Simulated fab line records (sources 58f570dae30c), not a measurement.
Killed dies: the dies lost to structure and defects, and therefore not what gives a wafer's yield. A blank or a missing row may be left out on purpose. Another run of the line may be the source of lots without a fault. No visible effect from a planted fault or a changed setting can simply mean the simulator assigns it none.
A single fault, viewed from 2 desks | flow berkeley_cmos170 | numbers are kept per desk, each desk with only its own; the story behind them comes last

== METROLOGY DESK ==
Means of the sampled wafers that have a number, per lot and without regard to the tool the lot ran on: this is what the gauges read. Any lot whose mean is over 4 standard deviations away from the usual mean is out of limits and marked OUT; that distance is given in the brackets.
Columns: A = V1_TEOS_THK at UCB170_V1_THK_MEAS_01, usual 2006 nm; B = cd_nm at UCB170_V1_CD_MEAS_12, usual 700.0 nm; C = cd_nm at UCB170_V1_CD_MEAS_90, usual 700.2 nm
lot  | first seen here | A    | B     | C
L268 | day 8 20:57     | 1991 | 697.9 | 698.1
L270 | day 9 07:03     | 2014 | 700.8 | 700.1
L272 | day 9 11:08     | 1996 | 703.3 | 703.4
L269 | day 9 12:23     | 2003 | 696.8 | 697.2
L274 | day 9 22:49     | 2011 | 702.0 | 702.2
L275 | day 10 00:08    | 2004 | 701.1 | 701.0
L276 | day 10 00:08    | 1995 | 703.0 | 703.1
L279 | day 11 08:39    | 2007 | 699.0 | 700.0
L281 | day 11 11:19    | 2030 | 700.2 | 700.3
L282 | day 11 11:19    | 2007 | 698.1 | 698.0
L285 | day 12 20:05    | 1987 | 699.4 | 699.9
L290 | day 13 06:38    | 1988 | 698.8 | 699.3
L288 | day 13 07:59    | 2010 | 701.3 | 700.0
L291 | day 13 08:03    | 2002 | 700.3 | 700.8
This desk's finding: nothing out of limits on any of the 14 lots.

== AT THE TOOL OWNER'S DESK: rie_diel-01 ==
The tool's own readings at UCB170_V1_ETCH_14 (etches SiO2 in CHF3/CF4/Ar, stops on Al, target depth 1250 nm, time 291 s): means of the sampled wafers that have a number, for each lot that ran on this tool. Any lot whose mean is over 4 standard deviations away from the usual mean is out of limits and marked OUT; that distance is given in the brackets.
Columns: A = drypump_motor_current_A at UCB170_V1_ETCH_14, usual 5.5 A; B = oes_product_au at UCB170_V1_ETCH_14, usual 0.873 a.u.; C = throttle_valve_pct at UCB170_V1_ETCH_14, usual 6.97 %
lot  | first seen here | A   | B     | C
L268 | day 8 23:48     | 5.3 | 0.874 | 6.90
L270 | day 9 10:10     | 5.4 | 0.884 | 6.94
L272 | day 9 12:59     | 5.9 | 0.873 | 6.94
L276 | day 10 02:16    | 5.0 | 0.875 | 6.91
L282 | day 11 13:11    | 5.0 | 0.873 | 6.91
L285 | day 12 22:44    | 5.5 | 0.891 | 6.88
L288 | day 13 13:36    | 5.4 | 0.906 | 6.95
This desk's finding: nothing out of limits on any of the 7 lots.

== BROUGHT TOGETHER ==
Nothing out of limits was seen by the metrology desk.
The desk of the tool owner found nothing out of limits.

== WHAT THE SIMULATOR PUT IN ==
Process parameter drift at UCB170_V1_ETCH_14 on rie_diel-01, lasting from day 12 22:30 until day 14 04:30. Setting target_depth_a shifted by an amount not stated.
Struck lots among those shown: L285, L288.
